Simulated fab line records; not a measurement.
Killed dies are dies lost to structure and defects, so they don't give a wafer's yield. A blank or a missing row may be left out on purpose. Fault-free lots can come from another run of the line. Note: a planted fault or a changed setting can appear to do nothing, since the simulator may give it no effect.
Chamber matching	flow berkeley_cmos170	cmp-02 running UCB170_V1_CMP_02: 4 sister chambers
The step polishes SiO2. 8 wafers are shown with their chamber, then 10 later ones without.

== EACH WAFER AND ITS CHAMBER ==
wafer	chamber	motor_current_A (A)	platen_rpm (rpm)
L462.1	3	17.7	59.96
L462.3	0	14.4	60.00
L462.6	3	18.1	59.94
L465.1	1	16.0	60.01
L465.4	2	17.1	60.00
L465.5	1	17.3	60.01
L470.2	2	16.3	60.03
L470.3	0	14.3	59.92

== WAFERS WITHOUT THEIR CHAMBER ==
wafer	motor_current_A (A)	platen_rpm (rpm)
L470.5	16.3	59.97
L471.1	14.4	59.98
L471.2	17.3	60.02
L471.6	15.4	60.06
L467.2	17.5	60.00
L467.3	14.5	59.95
L467.5	16.3	59.95
L468.2	15.1	60.00
L468.4	18.0	59.97
L468.5	16.2	59.98

== EACH ONE'S CHAMBER ==
wafer	from the rows above	in truth
L470.5	can't be placed: 1 or 2 or 3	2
L471.1	0	0
L471.2	can't be placed: 2 or 1 or 3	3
L471.6	can't be placed: 2 or 1 or 0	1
L467.2	can't be placed: 2 or 1 or 3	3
L467.3	0	0
L467.5	can't be placed: 1 or 2 or 3 or 0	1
L468.2	can't be placed: 0 or 1 or 2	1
L468.4	3	3
L468.5	can't be placed: 1 or 2 or 3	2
3 of 10 placed correctly. These rows do not allow placing 7 (true chamber among the candidates in 7). Number placed wrongly: 0.
How it was worked out, from the rows above alone: a wafer's distance from a chamber is the root of the sum, over the readings, of the square of ((its reading less the chamber's mean) divided by the reading's scatter). The wafer belongs to the nearest chamber; if the next one is less than 2 further off, it can't be placed. A chamber's mean is the mean of its shown wafers. The scatter is the square root of a quotient: the sum, over the shown wafers, of each reading's squared deviation from its chamber's mean, divided by wafers minus chambers.
